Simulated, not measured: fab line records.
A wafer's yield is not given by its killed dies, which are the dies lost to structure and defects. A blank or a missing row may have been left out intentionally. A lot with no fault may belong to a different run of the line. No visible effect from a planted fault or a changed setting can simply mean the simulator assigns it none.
fab line records	flow ritCmos	part 1 of 2: steps 1 to 38 of 51
[record] lots = 5	wafers = 15	lastDay = 7
route steps=202 shown WELLDRIVE@50 NWELL@51 PWELL@52 NRETRO@53 PRETRO@64 GATE@75 FOX2@80 REOX@98
lots with no fault: from the same line, run without faults
startH: hours from the record's opening day to when the first of the lot's shown wafers began	waitH: how many hours have passed since the lot's step before this one	" repeats the value in the row above	L1.1+2: a single row standing in for several wafers	- no value, or no start was given	* or withheld: withheld	< > ~ a bound
route shown NAME@n: NAME is a module with steps in the file, n the number in the route of the first one	usual: average and standard deviation across the fault-free wafers	same: alike in all rows	chamber/n: place in a boat	sites: per-site readings	_std_site: their standard deviation	_edge_site: inner sites' mean taken away from outer sites' mean	radiusMm: how far each site lies from the wafer's centre	mask NAME#n: copy n	behind: the most recent tool/chamber to have shaped the wafer	hold: what put the lot on hold/how long, in hours/how the hold closed	device: transistor that didn't switch, given as n, p or np	end of line: the same wafers' tests at the end of the route	a step given without rows: its recipe and nothing more	killed: at the first sort, the dies lost to defects and structure; wafer yield is something else	map: per-die view of a wafer (x killed, . not killed, _ where there is no die)
set.NAME: the setting that was run; set.NAME@STEP: the one run at that earlier step	model.NAME: the simulator's own value behind a step, which no gauge read
lots seen at some steps along the route; tables by step, rows by wafer
services: a tool's chamber out of use, with start hour (startH, from the record's first day; less than 0 if before it), hours out, and reason
[[steps]]
[step RIT_WELLDRIVE_ANNEAL_00]
[recipe] tempC = 1100	timeS = 14700	ambient = N2
lot.wafer	tool	chamber	startH	waitH
L075.2+3+5	furnace-01	0	28.87	0.3
L079.2+5+6	furnace-04	0	48.48	0.8
L082.3+4+5	furnace-03	0	65.87	0.7
L087.1+2+3	furnace-03	0	88.32	0.1
L094.1+3+4	furnace-03	0	123.50	0.3
[step RIT_WELLDRIVE_RS_MEAS_01]
[recipe] thkMeasGauge = four-point-probe
[usual] NWELL_RS = 275.8/0.85
lot.wafer	tool	chamber	startH	waitH	NWELL_RS[ohm/sq]
L075.2	filmMetro-03	-	33.98	0.0	274.9
L075.3	"	-	"	"	275.6
L075.5	"	-	"	"	275.3
L079.2	filmMetro-04	-	53.58	0.0	275.3
L079.5	"	-	"	"	276.5
L079.6	"	-	"	"	276.0
L082.3	filmMetro-01	-	70.99	0.0	276.4
L082.4	"	-	"	"	276.0
L082.5	"	-	"	"	275.5
L087.1	filmMetro-03	-	93.41	0.0	275.8
L087.2	"	-	"	"	275.3
L087.3	"	-	"	"	276.0
L094.1	filmMetro-01	-	128.58	0.0	277.2
L094.3	"	-	"	"	276.6
L094.4	"	-	"	"	277.4
[step RIT_WELLDRIVE_RS_MEAS_02]
[recipe] thkMeasGauge = four-point-probe
[usual] PWELL_RS = 429.0/1.3
lot.wafer	tool	chamber	startH	waitH	PWELL_RS[ohm/sq]
L075.2	filmMetro-03	-	34.10	0.1	426.5
L075.3	"	-	"	"	428.2
L075.5	"	-	"	"	427.7
L079.2	filmMetro-04	-	53.70	0.1	428.7
L079.5	"	-	"	"	429.3
L079.6	"	-	"	"	427.1
L082.3	filmMetro-01	-	71.11	0.1	429.5
L082.4	"	-	"	"	430.0
L082.5	"	-	"	"	430.0
L087.1	filmMetro-03	-	93.53	0.1	428.7
L087.2	"	-	"	"	428.9
L087.3	"	-	"	"	428.1
L094.1	filmMetro-01	-	128.70	0.1	429.8
L094.3	"	-	"	"	429.9
L094.4	"	-	"	"	430.7
[step RIT_NRETRO_HMDS_00]
[recipe] primeTimeS = 60	primeTempC = 140
lot.wafer	tool	chamber	startH	waitH
L075.2+3+5	lithoTrack-02	0	34.22	0.1
L079.2+5+6	lithoTrack-02	0	53.83	0.1
L082.3+4+5	lithoTrack-02	0	71.24	0.1
L087.1+2+3	lithoTrack-03	0	93.65	0.1
L094.1+3+4	lithoTrack-03	0	128.82	0.1
[step RIT_NRETRO_COAT_01]
[recipe] resist = NOVOLAK	spinRpm = 2000	resistThkNm = 1300
lot.wafer	tool	chamber	startH	waitH
L075.2+3+5	lithoTrack-02	0	34.37	0.1
L079.2+5+6	lithoTrack-02	0	53.98	0.1
L082.3+4+5	lithoTrack-02	0	71.39	0.1
L087.1+2+3	lithoTrack-03	0	93.80	0.1
L094.1+3+4	lithoTrack-03	0	128.97	0.1
[step RIT_NRETRO_SOFTBAKE_02]
[recipe] resist = NOVOLAK	tempC = 90	timeS = 60
lot.wafer	tool	chamber	startH	waitH
L075.2+3+5	lithoTrack-02	0	34.52	0.1
L079.2+5+6	lithoTrack-02	0	54.13	0.1
L082.3+4+5	lithoTrack-02	0	71.54	0.1
L087.1+2+3	lithoTrack-03	0	93.95	0.1
L094.1+3+4	lithoTrack-03	0	129.12	0.1
[step RIT_NRETRO_EXPOSE_03]
[recipe] maskId = M4	na = 0.57	targetCdNm = 43900	doseMj = 250
[same] na = 0.57
lot.wafer	tool	chamber	startH	waitH	mask
L075.2+3+5	ilineStepper-02	0	34.79	0.2	M4#0
L079.2+5+6	ilineStepper-02	0	54.27	0.1	M4#0
L082.3+4+5	ilineStepper-02	0	71.68	0.1	M4#0
L087.1+2+3	ilineStepper-02	0	94.10	0.1	M4#0
L094.1+3+4	ilineStepper-02	0	129.39	0.2	M4#0
[step RIT_NRETRO_PEB_04]
[recipe] resist = NOVOLAK	tempC = withheld	timeS = withheld
lot.wafer	tool	chamber	startH	waitH
L075.2+3+5	lithoTrack-02	0	34.91	0.1
L079.2+5+6	lithoTrack-03	0	54.39	0.1
L082.3+4+5	lithoTrack-02	0	71.81	0.1
L087.1+2+3	lithoTrack-02	0	94.28	0.2
L094.1+3+4	lithoTrack-02	0	129.51	0.1
[step RIT_NRETRO_DEVELOP_05]
[recipe] resist = NOVOLAK	developTimeS = 68	devTempC = 23
[same] developTimeS = 68
lot.wafer	tool	chamber	startH	waitH
L075.2+3+5	lithoTrack-02	0	-	-
L079.2+5+6	lithoTrack-03	0	-	-
L082.3+4+5	lithoTrack-02	0	-	-
L087.1+2+3	lithoTrack-02	0	-	-
L094.1+3+4	lithoTrack-02	0	-	-
[step RIT_NRETRO_OVL_MEAS_06]
[usual] NRETRO_OVL = 0.2/1.5
lot.wafer	tool	chamber	startH	waitH	NRETRO_OVL[nm]
L075.2	overlay-01	-	35.21	-	1.5
L075.3	"	-	"	"	1.4
L075.5	"	-	"	"	1.4
L079.2	overlay-02	-	54.69	-	1.2
L079.5	"	-	"	"	2.4
L079.6	"	-	"	"	2.4
L082.3	overlay-01	-	72.08	-	1.3
L082.4	"	-	"	"	0.4
L082.5	"	-	"	"	1.4
L087.1	overlay-01	-	94.59	-	-0.8
L087.2	"	-	"	"	-0.4
L087.3	"	-	"	"	0.2
L094.1	overlay-02	-	129.82	-	-1.5
L094.3	"	-	"	"	-2.3
L094.4	"	-	"	"	-2.2
[step RIT_NRETRO_HARDBAKE_07]
[recipe] resist = NOVOLAK	tempC = 140	timeS = 120
lot.wafer	tool	chamber	startH	waitH
L075.2+3+5	lithoTrack-02	0	35.28	0.1
L079.2+5+6	lithoTrack-02	0	54.76	0.1
L082.3+4+5	lithoTrack-04	0	72.19	0.1
L087.1+2+3	lithoTrack-03	0	94.63	0.0
L094.1+3+4	lithoTrack-03	0	129.86	0.0
[step RIT_NRETRO_IMPLANT_08]
[recipe] species = P	energyKev = 70	doseCm2 = 1e+13	tiltDeg = 7.164
lot.wafer	tool	chamber	startH	waitH
L075.2+3+5	implanter-03	0	35.51	0.2
L079.2+5+6	implanter-02	0	54.99	0.2
L082.3+4+5	implanter-02	0	72.40	0.2
L087.1+2+3	implanter-01	0	94.88	0.2
L094.1+3+4	implanter-01	0	130.11	0.2
[step RIT_NRETRO_STRIP_09]
[recipe] chemistry = O2	timeS = 180	resist = NOVOLAK	platenTempC = withheld	powerW = 500	pressureMtorr = 4000	o2FlowSccm = 4000
[usual] drypumpMotorCurrentA = 5.5/0.31	rfReflPowerW = 7.7/1.6
lot.wafer	tool	chamber	startH	waitH	drypumpMotorCurrentA	rfHoursCounterH	rfReflPowerW
L075.2	plasmaAsher-01	1	35.64	0.1	5.7	41	5.3
L075.3	"	0	"	"	5.6	-	7.1
L075.5	"	0	"	"	5.6	-	7.0
L079.2	plasmaAsher-04	0	55.12	0.1	5.2	29	7.4
L079.5	"	1	"	"	5.6	-	9.5
L079.6	"	0	"	"	5.2	-	7.3
L082.3	plasmaAsher-01	1	72.56	0.1	5.6	-	5.4
L082.4	"	0	"	"	5.6	-	7.6
L082.5	"	0	"	"	5.6	-	7.2
L087.1	plasmaAsher-04	1	95.03	0.1	5.6	34	10.0
L087.2	"	0	"	"	5.2	34	7.3
L087.3	"	0	"	"	5.2	-	7.7
L094.1	plasmaAsher-04	1	130.26	0.1	5.6	38	10.8
L094.3	"	0	"	"	5.2	-	7.4
L094.4	"	1	"	"	5.6	-	10.1
[step RIT_NRETRO_TW_MEAS_10]
[usual] NRETRO_TW = 1048/5
lot.wafer	tool	chamber	startH	waitH	NRETRO_TW
L075.2	filmMetro-02	-	35.82	0.1	1044
L075.3	"	-	"	"	1041
L075.5	"	-	"	"	1048
L079.2	filmMetro-03	-	55.30	0.1	1045
L079.5	"	-	"	"	1051
L079.6	"	-	"	"	1049
L082.3	filmMetro-04	-	72.70	0.1	1050
L082.4	"	-	"	"	1051
L082.5	"	-	"	"	1051
L087.1	filmMetro-02	-	95.20	0.1	1052
L087.2	"	-	"	"	1054
L087.3	"	-	"	"	1049
L094.1	filmMetro-04	-	130.43	0.1	1043
L094.3	"	-	"	"	1047
L094.4	"	-	"	"	1039
[step RIT_PRETRO_HMDS_00]
[recipe] primeTimeS = 60	primeTempC = 140
lot.wafer	tool	chamber	startH	waitH
L075.2+3+5	lithoTrack-02	0	35.90	0.1
L079.2+5+6	lithoTrack-01	0	55.38	0.1
L082.3+4+5	lithoTrack-04	0	72.79	0.1
L087.1+2+3	lithoTrack-02	0	95.26	0.1
L094.1+3+4	lithoTrack-02	0	130.49	0.1
[step RIT_PRETRO_COAT_01]
[recipe] resist = NOVOLAK	spinRpm = 2000	resistThkNm = 1300
lot.wafer	tool	chamber	startH	waitH
L075.2+3+5	lithoTrack-02	0	36.05	0.1
L079.2+5+6	lithoTrack-01	0	55.53	0.1
L082.3+4+5	lithoTrack-04	0	72.94	0.1
L087.1+2+3	lithoTrack-02	0	95.41	0.1
L094.1+3+4	lithoTrack-02	0	130.64	0.1
[step RIT_PRETRO_SOFTBAKE_02]
[recipe] resist = NOVOLAK	tempC = 90	timeS = 60
lot.wafer	tool	chamber	startH	waitH
L075.2+3+5	lithoTrack-02	0	36.20	0.1
L079.2+5+6	lithoTrack-01	0	55.68	0.1
L082.3+4+5	lithoTrack-04	0	73.09	0.1
L087.1+2+3	lithoTrack-02	0	95.56	0.1
L094.1+3+4	lithoTrack-02	0	130.79	0.1
[step RIT_PRETRO_EXPOSE_03]
[recipe] maskId = M5	na = 0.57	targetCdNm = 43700	doseMj = 250
[same] na = 0.57
lot.wafer	tool	chamber	startH	waitH	mask
L075.2+3+5	ilineStepper-02	0	36.34	0.1	M5#0
L079.2+5+6	ilineStepper-02	0	55.95	0.2	M5#0
L082.3+4+5	ilineStepper-02	0	73.23	0.1	M5#0
L087.1+2+3	ilineStepper-01	0	95.84	0.2	M5#0
L094.1+3+4	ilineStepper-02	0	130.94	0.1	M5#0
[step RIT_PRETRO_PEB_04]
[recipe] resist = NOVOLAK	tempC = withheld	timeS = withheld
lot.wafer	tool	chamber	startH	waitH
L075.2+3+5	lithoTrack-02	0	36.46	0.1
L079.2+5+6	lithoTrack-02	0	56.07	0.1
L082.3+4+5	lithoTrack-02	0	73.36	0.1
L087.1+2+3	lithoTrack-01	0	96.10	0.2
L094.1+3+4	lithoTrack-04	0	131.06	0.1
[step RIT_PRETRO_DEVELOP_05]
[recipe] resist = NOVOLAK	developTimeS = 68	devTempC = 23
[same] developTimeS = 68
lot.wafer	tool	chamber	startH	waitH
L075.2+3+5	lithoTrack-02	0	-	-
L079.2+5+6	lithoTrack-02	0	-	-
L082.3+4+5	lithoTrack-02	0	-	-
L087.1+2+3	lithoTrack-01	0	-	-
L094.1+3+4	lithoTrack-04	0	-	-
[step RIT_PRETRO_OVL_MEAS_06]
[usual] PRETRO_OVL = 0.1/1.5
lot.wafer	tool	chamber	startH	waitH	PRETRO_OVL[nm]
L075.2	overlay-01	-	36.76	-	-0.3
L075.3	"	-	"	"	1.1
L075.5	"	-	"	"	-1.4
L079.2	overlay-02	-	56.36	-	0.4
L079.5	"	-	"	"	1.5
L079.6	"	-	"	"	0.1
L082.3	overlay-01	-	73.63	-	1.3
L082.4	"	-	"	"	1.1
L082.5	"	-	"	"	1.0
L087.1	overlay-02	-	96.41	-	-0.6
L087.2	"	-	"	"	0.1
L087.3	"	-	"	"	1.3
L094.1	overlay-02	-	131.37	-	-2.5
L094.3	"	-	"	"	-1.6
L094.4	"	-	"	"	-1.0
[step RIT_PRETRO_HARDBAKE_07]
[recipe] resist = NOVOLAK	tempC = 140	timeS = 120
lot.wafer	tool	chamber	startH	waitH
L075.2+3+5	lithoTrack-04	0	36.83	0.1
L079.2+5+6	lithoTrack-04	0	56.43	0.1
L082.3+4+5	lithoTrack-01	0	73.76	0.1
L087.1+2+3	lithoTrack-01	0	96.45	0.0
L094.1+3+4	lithoTrack-02	0	131.45	0.1
[step RIT_PRETRO_IMPLANT_08]
[recipe] species = B	energyKev = 45	doseCm2 = 1.177e+13	tiltDeg = 7
lot.wafer	tool	chamber	startH	waitH
L075.2+3+5	implanter-04	0	37.06	0.2
L079.2+5+6	implanter-02	0	56.67	0.2
L082.3+4+5	implanter-04	0	73.97	0.2
L087.1+2+3	implanter-01	0	96.70	0.2
L094.1+3+4	implanter-04	0	131.70	0.2
[step RIT_PRETRO_STRIP_09]
[recipe] chemistry = O2	timeS = 180	resist = NOVOLAK	platenTempC = withheld	powerW = 500	pressureMtorr = 4000	o2FlowSccm = 4000
[usual] drypumpMotorCurrentA = 5.6/0.49	rfReflPowerW = 7.0/1
lot.wafer	tool	chamber	startH	waitH	drypumpMotorCurrentA	rfHoursCounterH	rfReflPowerW
L075.2	plasmaAsher-03	1	37.19	0.1	6.1	41	6.3
L075.3	"	1	"	"	6.0	-	6.5
L075.5	"	0	"	"	5.2	-	8.7
L079.2	plasmaAsher-03	1	56.79	0.1	6.1	44	6.5
L079.5	"	0	"	"	5.2	-	8.7
L079.6	"	1	"	"	6.1	-	6.6
L082.3	plasmaAsher-01	0	74.13	0.1	5.6	-	7.4
L082.4	"	1	"	"	5.7	-	5.4
L082.5	"	1	"	"	5.7	-	5.6
L087.1	plasmaAsher-02	0	96.85	0.1	6.3	39	6.5
L087.2	"	1	"	"	4.8	39	7.5
L087.3	"	0	"	"	6.3	-	7.0
L094.1	plasmaAsher-01	0	131.85	0.1	5.6	50	7.4
L094.3	"	1	"	"	5.6	-	5.5
L094.4	"	0	"	"	5.6	-	7.3
[step RIT_PRETRO_TW_MEAS_10]
[usual] PRETRO_TW = 470.8/2.7
lot.wafer	tool	chamber	startH	waitH	PRETRO_TW
L075.2	filmMetro-02	-	37.37	0.1	471.4
L075.3	"	-	"	"	472.2
L075.5	"	-	"	"	471.5
L079.2	filmMetro-01	-	56.98	0.1	467.8
L079.5	"	-	"	"	471.9
L079.6	"	-	"	"	471.7
L082.3	filmMetro-01	-	74.27	0.1	469.2
L082.4	"	-	"	"	472.3
L082.5	"	-	"	"	469.8
L087.1	filmMetro-01	-	97.02	0.1	468.1
L087.2	"	-	"	"	470.8
L087.3	"	-	"	"	468.5
L094.1	filmMetro-02	-	132.02	0.1	471.6
L094.3	"	-	"	"	473.3
L094.4	"	-	"	"	474.4
[step RIT_GATE_WET_ETCH_00]
[recipe] chemistry = BOE	target = SiO2	targetDepthNm = 56	timeS = 60	dry = n2Spin	dilution = 10:1	tempC = 21.5
lot.wafer	tool	chamber	startH	waitH
L075.2+3+5	wetBench-01	0	37.42	0.0
L079.2+5+6	wetBench-01	1	57.03	0.0
L082.3+4+5	wetBench-01	0	74.31	0.0
L087.1+2+3	wetBench-04	0	97.08	0.1
L094.1+3+4	wetBench-03	1	132.08	0.1
[step RIT_GATE_CLEAN_01]
[recipe] chemistry = SC1	mix = 3:3:50	timeS = 600	tempC = 75
lot.wafer	tool	chamber	startH	waitH
L075.2+3+5	wetBench-04	3	37.45	0.0
L079.2+5+6	wetBench-04	3	57.05	0.0
L082.3+4+5	wetBench-04	0	74.33	0.0
L087.1+2+3	wetBench-03	1	97.11	0.0
L094.1+3+4	wetBench-04	3	132.11	0.0
[step RIT_GATE_CLEAN_02]
[recipe] chemistry = dHF	dilution = 50:1	timeS = 30
lot.wafer	tool	chamber	startH	waitH
L075.2+3+5	wetBench-03	1	37.62	0.0
L079.2+5+6	wetBench-03	3	57.23	0.0
L082.3+4+5	wetBench-03	1	74.51	0.0
L087.1+2+3	wetBench-01	3	97.30	0.0
L094.1+3+4	wetBench-01	2	132.30	0.0
[step RIT_GATE_CLEAN_03]
[recipe] chemistry = SC2	mix = 3:3:50	timeS = 600	tempC = 75	dry = n2Spin
lot.wafer	tool	chamber	startH	waitH
L075.2+3+5	wetBench-01	3	37.64	0.0
L079.2+5+6	wetBench-01	3	57.24	0.0
L082.3+4+5	wetBench-01	2	74.53	0.0
L087.1+2+3	wetBench-03	1	97.32	0.0
L094.1+3+4	wetBench-03	0	132.32	0.0
[step RIT_GATE_CLEAN_04]
[recipe] chemistry = dHF	dilution = 50:1	timeS = 60	dry = n2Spin
lot.wafer	tool	chamber	startH	waitH
L075.2+3+5	wetBench-03	0	37.81	0.0
L079.2+5+6	wetBench-03	1	57.42	0.0
L082.3+4+5	wetBench-04	2	74.72	0.0
L087.1+2+3	wetBench-01	0	97.51	0.0
L094.1+3+4	wetBench-04	3	132.51	0.0
[step RIT_FOX2_THK_MEAS_91]
[recipe] reads = SiO2_of_FOX2_OXIDATION_00
[usual] FIELD_OXIDE_LEFT_2_THK = 258/6.5
lot.wafer	tool	chamber	startH	waitH	FIELD_OXIDE_LEFT_2_THK[nm]
L075.2	filmMetro-01	-	37.85	0.0	257
L075.3	"	-	"	"	254
L075.5	"	-	"	"	261
L079.2	filmMetro-02	-	57.45	0.0	263
L079.5	"	-	"	"	261
L079.6	"	-	"	"	260
L082.3	filmMetro-01	-	74.76	0.0	261
L082.4	"	-	"	"	263
L082.5	"	-	"	"	258
L087.1	filmMetro-04	-	97.53	0.0	263
L087.2	"	-	"	"	258
L087.3	"	-	"	"	267
L094.1	filmMetro-01	-	132.54	0.0	255
L094.3	"	-	"	"	248
L094.4	"	-	"	"	255
[step RIT_GATE_OXIDATION_05]
[recipe] tempC = 900	ambient = O2	targetThkA = 30	oxTimeS = 270
[usual] oxTempC = 900.0/0.35
lot.wafer	tool	chamber	startH	waitH	oxTempC
L075.2	furnace-02	0	39.87	2.0	900.1
L075.3	"	0	"	"	899.5
L075.5	"	0	"	"	899.9
L079.2	furnace-01	0	58.37	0.9	899.3
L079.5	"	0	"	"	899.4
L079.6	"	0	"	"	899.8
L082.3	furnace-02	0	74.80	0.0	900.3
L082.4	"	0	"	"	899.4
L082.5	"	0	"	"	899.4
L087.1	furnace-03	0	98.57	1.0	900.0
L087.2	"	0	"	"	900.6
L087.3	"	0	"	"	900.7
L094.1	furnace-02	0	132.60	0.1	900.4
L094.3	"	0	"	"	900.2
L094.4	"	0	"	"	899.8
[step RIT_GATE_ANNEAL_06]
[recipe] tempC = 900	timeS = 600	ambient = N2O
lot.wafer	tool	chamber	startH	waitH
L075.2+3+5	furnace-02	0	40.94	0.0
L079.2+5+6	furnace-03	0	61.11	1.7
L082.3+4+5	furnace-03	0	76.03	0.2
L087.1+2+3	furnace-03	0	99.64	0.0
L094.1+3+4	furnace-02	0	133.67	0.0
[step RIT_GATE_THK_MEAS_07]
[recipe] reads = SiO2_of_GATE_OXIDATION_05
[usual] GATE_OXIDE_THK = 3.03/0.07
lot.wafer	tool	chamber	startH	waitH	GATE_OXIDE_THK[nm]
L075.2	filmMetro-01	-	41.20	0.0	3.17
L075.3	"	-	"	"	3.21
L075.5	"	-	"	"	3.16
L079.2	filmMetro-02	-	61.37	0.0	3.05
L079.5	"	-	"	"	3.09
L079.6	"	-	"	"	3.09
L082.3	filmMetro-01	-	76.30	0.0	3.03
L082.4	"	-	"	"	3.05
L082.5	"	-	"	"	3.04
L087.1	filmMetro-02	-	99.89	0.0	3.01
L087.2	"	-	"	"	2.99
L087.3	"	-	"	"	3.02
L094.1	filmMetro-01	-	133.92	0.0	3.01
L094.3	"	-	"	"	3.03
L094.4	"	-	"	"	2.92
[step RIT_GATE_CVD_08]
[recipe] material = poly-Si	targetThkNm = 250	tempC = 610	precursor = SiH4	timeS = 2220	pressureMtorr = 300	sih4FlowSccm = 100
lot.wafer	tool	chamber	startH	waitH
L075.2+3+5	lpcvd-02	1	41.25	0.0
L079.2+5+6	lpcvd-02	0	61.42	0.0
L082.3+4+5	lpcvd-01	0	76.34	0.0
L087.1+2+3	lpcvd-02	1	99.95	0.1
L094.1+3+4	lpcvd-02	1	133.98	0.1
[step RIT_GATE_THK_MEAS_09]
[recipe] reads = poly-Si_of_GATE_CVD_08
[usual] GATE_POLY_THK = 251.2/2.1
lot.wafer	tool	chamber	startH	waitH	GATE_POLY_THK[nm]
L075.2	filmMetro-01	-	42.88	0.0	251.1
L075.3	"	-	"	"	251.2
L075.5	"	-	"	"	251.7
L079.2	filmMetro-01	-	63.85	0.0	249.6
L079.5	"	-	"	"	250.8
L079.6	"	-	"	"	249.4
L082.3	filmMetro-02	-	77.98	0.0	248.9
L082.4	"	-	"	"	250.5
L082.5	"	-	"	"	248.7
L087.1	filmMetro-02	-	101.57	0.0	252.5
L087.2	"	-	"	"	254.5
L087.3	"	-	"	"	254.5
L094.1	filmMetro-02	-	136.41	0.0	253.7
L094.3	"	-	"	"	249.3
L094.4	"	-	"	"	249.8
[step RIT_GATE_HMDS_10]
[recipe] primeTimeS = 60	primeTempC = 140
lot.wafer	tool	chamber	startH	waitH
L075.2+3+5	lithoTrack-04	0	42.95	0.1
L079.2+5+6	lithoTrack-03	0	63.93	0.1
L082.3+4+5	lithoTrack-04	0	78.07	0.1
L087.1+2+3	lithoTrack-01	0	101.76	0.2
L094.1+3+4	lithoTrack-01	0	136.47	0.1
[step RIT_GATE_COAT_11]
[recipe] resist = NOVOLAK	spinRpm = 4250	resistThkNm = 850
lot.wafer	tool	chamber	startH	waitH
L075.2+3+5	lithoTrack-04	0	43.10	0.1
L079.2+5+6	lithoTrack-03	0	64.08	0.1
L082.3+4+5	lithoTrack-04	0	78.22	0.1
L087.1+2+3	lithoTrack-01	0	101.91	0.1
L094.1+3+4	lithoTrack-01	0	136.62	0.1
